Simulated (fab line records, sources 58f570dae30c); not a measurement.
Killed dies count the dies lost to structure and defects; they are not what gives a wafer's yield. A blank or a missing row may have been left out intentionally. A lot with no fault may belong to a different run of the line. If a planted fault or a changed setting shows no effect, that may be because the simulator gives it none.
Chamber matching ; flow berkeley_cmos170 ; UCB170_PWELL_ETCH_14 on rie_diel-03 has 4 sister chambers
The step etches Si3N4 in CH3F/Ar/O2, stops on SiO2, target depth 242 nm, time 151 s. 14 wafers are shown with their chamber, then 7 later ones without.

## WAFERS WITH THEIR CHAMBER
wafer;chamber;drypump_motor_current_A (A);throttle_valve_pct (%);oes_product_au (a.u.)
L988.3;1;6.5;8.07;0.932
L988.4;0;6.0;7.93;0.956
L988.6;1;6.5;8.07;0.931
L990.1;3;4.8;8.26;0.948
L990.2;1;6.5;8.08;0.945
L990.6;1;6.5;8.07;0.939
L993.1;1;6.5;8.07;0.916
L993.4;0;6.0;7.91;0.944
L993.5;2;5.8;8.12;0.954
L100.3;0;6.0;7.93;0.961
L100.5;2;5.8;8.13;0.966
L100.6;3;4.8;8.28;0.947
L101.1;2;5.9;8.11;0.983
L101.2;3;4.8;8.25;0.959

SIGNATURES (means of the wafers above)
reading;chamber 0;chamber 1;chamber 2;chamber 3;scatter within a chamber
drypump_motor_current_A;6.000;6.500;5.833;4.800;0.0258
throttle_valve_pct;7.9233;8.0720;8.1200;8.2633;0.0101
oes_product_au;0.95367;0.93260;0.96767;0.95133;0.0107
Rule: for a wafer and a chamber, the distance is found by dividing, reading by reading, the gap between the wafer's reading and the chamber's mean by the reading's scatter, squaring, summing and taking the root. If the next closest chamber is less than 2 further off than the closest, the wafer can't be placed; otherwise it belongs to the closest. How the scatter is found: for the shown wafers, subtract from each reading the mean of its chamber, square and add these, divide the total by (wafers less chambers), then take the root.

## WAFERS WITHOUT THEIR CHAMBER
wafer;drypump_motor_current_A (A);throttle_valve_pct (%);oes_product_au (a.u.)
L101.3;6.0;7.93;0.959
L108.3;6.6;8.08;0.931
L108.4;6.0;7.92;0.959
L108.5;4.9;8.27;0.941
L111.3;4.9;8.29;0.963
L111.5;4.8;8.27;0.957
L111.6;5.9;8.12;0.970

## WHICH CHAMBER EACH ONE RAN IN
wafer;from the rows above;in truth
L101.3;0;0
L108.3;1;1
L108.4;0;0
L108.5;3;3
L111.3;3;3
L111.5;3;3
L111.6;2;2
Correct placement for 7 of the 7. Left unplaced by these rows: 0. Number placed wrongly: 0.
